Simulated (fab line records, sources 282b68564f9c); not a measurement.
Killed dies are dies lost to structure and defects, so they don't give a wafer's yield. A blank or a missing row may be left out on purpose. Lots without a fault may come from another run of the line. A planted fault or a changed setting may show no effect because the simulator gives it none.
Which tool did it? | flow rit_cmos | 14 lots, 42 wafers sampled, at 5 steps of a route of 202

WHAT THE GAUGES READ, wafer by wafer
RIT_SDANNEAL_RS_MEAS_05: measures by four-point-probe.
lot  | measured    | on            | NSD_RS (ohm/sq)
L803 | day 3 12:47 | film_metro-04 | 84.79 84.44 84.49
L804 | day 3 18:05 | film_metro-02 | 84.31 84.23 84.11
L807 | day 4 10:02 | film_metro-04 | 84.51 84.14 84.50
L809 | day 4 18:35 | film_metro-02 | 84.54 84.49 84.86
L815 | day 5 21:17 | film_metro-02 | 84.52 84.33 84.11
L816 | day 6 06:33 | film_metro-04 | 84.35 84.17 84.43
L817 | day 6 10:13 | film_metro-02 | 84.39 84.61 84.62
L819 | day 6 19:44 | film_metro-03 | 84.47 84.26 84.42
L820 | day 7 00:17 | film_metro-04 | 84.62 84.76 84.81
L821 | day 7 06:07 | film_metro-03 | 84.47 84.81 85.06
L822 | day 7 08:34 | film_metro-02 | 84.20 84.29 83.87
L823 | day 7 15:43 | film_metro-04 | 85.05 84.97 85.00
L824 | day 7 20:13 | film_metro-02 | 84.30 83.97 84.11
L825 | day 7 23:04 | film_metro-02 | 84.79 84.32 84.35

RIT_SILICIDE_RS_MEAS_02: measures by four-point-probe.
lot  | measured    | on            | SILICIDE_TI_RS (ohm/sq)
L803 | day 3 13:19 | film_metro-02 | 50.1 48.9 48.9
L804 | day 3 18:36 | film_metro-02 | 49.4 49.5 49.4
L807 | day 4 10:33 | film_metro-02 | 49.7 49.4 40.0
L809 | day 4 19:07 | film_metro-01 | 49.1 40.4 50.2
L815 | day 5 21:49 | film_metro-01 | 48.9 49.0 48.4
L816 | day 6 07:04 | film_metro-01 | 49.2 49.2 49.6
L817 | day 6 10:44 | film_metro-01 | 50.4 49.8 50.3
L819 | day 6 20:16 | film_metro-02 | 49.6 49.7 49.9
L820 | day 7 00:49 | film_metro-02 | 49.2 50.0 49.5
L821 | day 7 06:38 | film_metro-01 | 49.5 49.1 49.6
L822 | day 7 09:05 | film_metro-02 | 49.1 48.7 48.9
L823 | day 7 16:15 | film_metro-04 | 49.0 49.3 48.8
L824 | day 7 20:44 | film_metro-01 | 50.4 49.8 49.6
L825 | day 7 23:35 | film_metro-01 | 48.9 48.9 49.1

RIT_CONTACT_OVL_MEAS_09.
lot  | measured    | on         | CONTACT_OVL (nm)
L803 | day 3 14:58 | overlay-02 | 1.3 1.3 -0.7
L804 | day 3 20:16 | overlay-01 | -1.4 0.0 -0.4
L807 | day 4 12:13 | overlay-02 | -1.0 1.5 2.3
L809 | day 4 20:39 | overlay-02 | -0.2 -0.6 0.7
L815 | day 5 23:29 | overlay-01 | 2.5 0.9 1.6
L816 | day 6 08:37 | overlay-01 | -0.5 1.6 1.6
L817 | day 6 12:25 | overlay-02 | -4.0 -1.7 -1.2
L819 | day 6 21:55 | overlay-02 | -3.1 0.1 -2.4
L820 | day 7 02:22 | overlay-02 | -1.6 -1.4 -1.9
L821 | day 7 08:14 | overlay-01 | 1.2 0.8 0.5
L822 | day 7 10:46 | overlay-01 | 0.1 -0.2 -1.3
L823 | day 7 17:48 | overlay-01 | -4.6 -1.3 -1.9
L824 | day 7 22:25 | overlay-01 | 1.0 0.9 1.5
L825 | day 8 01:07 | overlay-02 | 0.9 1.4 1.1

WHICH TOOL RAN EACH LOT (tool, then ch and the chambers of the sampled wafers, then the start)
lot  | RIT_NSD_STRIP_09                    | RIT_SILICIDE_SPUTTER_01
L803 | plasma_asher-01 ch 0,1, day 3 10:25 | pvd_sputter-04, day 3 13:08
L804 | plasma_asher-03 ch 0,1, day 3 15:33 | pvd_sputter-03, day 3 18:26
L807 | plasma_asher-02 ch 0,1, day 4 07:50 | pvd_sputter-04, day 4 10:24
L809 | plasma_asher-02 ch 0,1, day 4 16:14 | pvd_sputter-04, day 4 18:56
L815 | plasma_asher-02 ch 0,1, day 5 18:44 | pvd_sputter-03, day 5 21:39
L816 | plasma_asher-02 ch 0,1, day 6 04:18 | pvd_sputter-02, day 6 06:54
L817 | plasma_asher-03 ch 0,1, day 6 07:48 | pvd_sputter-03, day 6 10:35
L819 | plasma_asher-02 ch 1, day 6 17:29   | pvd_sputter-03, day 6 20:05
L820 | plasma_asher-03 ch 0,1, day 6 22:05 | pvd_sputter-02, day 7 00:40
L821 | plasma_asher-01 ch 0,1, day 7 03:46 | pvd_sputter-03, day 7 06:29
L822 | plasma_asher-03 ch 0,1, day 7 06:12 | pvd_sputter-04, day 7 08:56
L823 | plasma_asher-03 ch 0,1, day 7 13:21 | pvd_sputter-03, day 7 16:06
L824 | plasma_asher-01 ch 0,1, day 7 18:01 | pvd_sputter-02, day 7 20:35
L825 | plasma_asher-01 ch 0,1, day 7 20:50 | pvd_sputter-03, day 7 23:25
- RIT_NSD_STRIP_09: strips in O2, time 180 s.
- RIT_SILICIDE_SPUTTER_01: material Ti, target thk 30 nm, time 240 s.

WHAT THE TOOLS THEMSELVES READ (means of the sampled wafers that have a number; where no wafer has one, the mark that the record gives instead)
RIT_NSD_STRIP_09.
lot  | tool            | drypump_motor_current_A (A)
L803 | plasma_asher-01 | 5.5
L804 | plasma_asher-03 | 5.3
L807 | plasma_asher-02 | 5.8
L809 | plasma_asher-02 | 5.9
L815 | plasma_asher-02 | 5.8
L816 | plasma_asher-02 | 5.9
L817 | plasma_asher-03 | 5.2
L819 | plasma_asher-02 | 6.0
L820 | plasma_asher-03 | 5.2
L821 | plasma_asher-01 | 5.2
L822 | plasma_asher-03 | 5.2
L823 | plasma_asher-03 | 5.3
L824 | plasma_asher-01 | 5.2
L825 | plasma_asher-01 | 5.5

RIT_SILICIDE_SPUTTER_01.
lot  | tool           | chamber_pressure_pa (Pa) | substrate_temp_c (C) | throttle_valve_pct (%)
L803 | pvd_sputter-04 | 0.6665                   | 25.04                | 30.8
L804 | pvd_sputter-03 | 0.6673                   | 24.92                | 29.3
L807 | pvd_sputter-04 | 0.6452                   | 25.09                | 32.2
L809 | pvd_sputter-04 | 0.6436                   | 24.92                | 33.1
L815 | pvd_sputter-03 | 0.6665                   | 25.16                | 29.5
L816 | pvd_sputter-02 | 0.6664                   | 25.05                | 29.7
L817 | pvd_sputter-03 | 0.6659                   | 25.05                | 29.6
L819 | pvd_sputter-03 | 0.6656                   | 25.06                | 29.7
L820 | pvd_sputter-02 | 0.6677                   | 24.91                | 29.5
L821 | pvd_sputter-03 | 0.6661                   | 25.04                | 29.6
L822 | pvd_sputter-04 | 0.6669                   | 24.99                | 31.6
L823 | pvd_sputter-03 | 0.6675                   | 25.15                | 29.6
L824 | pvd_sputter-02 | 0.6680                   | 25.13                | 29.7
L825 | pvd_sputter-03 | 0.6682                   | 24.97                | 29.5

THE ANSWER, worked out from the rows above alone
Rule: what is usual is taken from the lots themselves. Put in order of their means at a reading, lots are off if they are a third of the lots or fewer, leave a main group of 4 or more, and stand apart from it by a gap of 3 or more times the standard deviation of the main group's means; of several such gaps the widest counts. A main group whose means are all the same, to the digits that the tables above print for the reading, isn't used. A lot without any number at a reading at which 4 lots or more have one is off too. The other lots that the step has rows for count as sound. The gauges are gone through in route order, then the tools' own readings, and for those a lot's mean is taken as printed above. The first step at which some lot is off is used, and at that step the reading that is off furthest; a lot without a number counts as furthest.
Off: L807, L809, at RIT_SILICIDE_RS_MEAS_02 (SILICIDE_TI_RS). The main group: mean 49.4 ohm/sq, standard deviation 0.41.
A tool fits if, at a process step before that reading, it ran every lot that is off, and no sound lot after the first of them. The gauges at RIT_SILICIDE_RS_MEAS_02 aren't tried: what is off there is off at RIT_SILICIDE_SPUTTER_01 too, on other tools, and a gauge's error can't cause that. None of those tried fits.

WHAT THE SIMULATOR HAD PUT IN
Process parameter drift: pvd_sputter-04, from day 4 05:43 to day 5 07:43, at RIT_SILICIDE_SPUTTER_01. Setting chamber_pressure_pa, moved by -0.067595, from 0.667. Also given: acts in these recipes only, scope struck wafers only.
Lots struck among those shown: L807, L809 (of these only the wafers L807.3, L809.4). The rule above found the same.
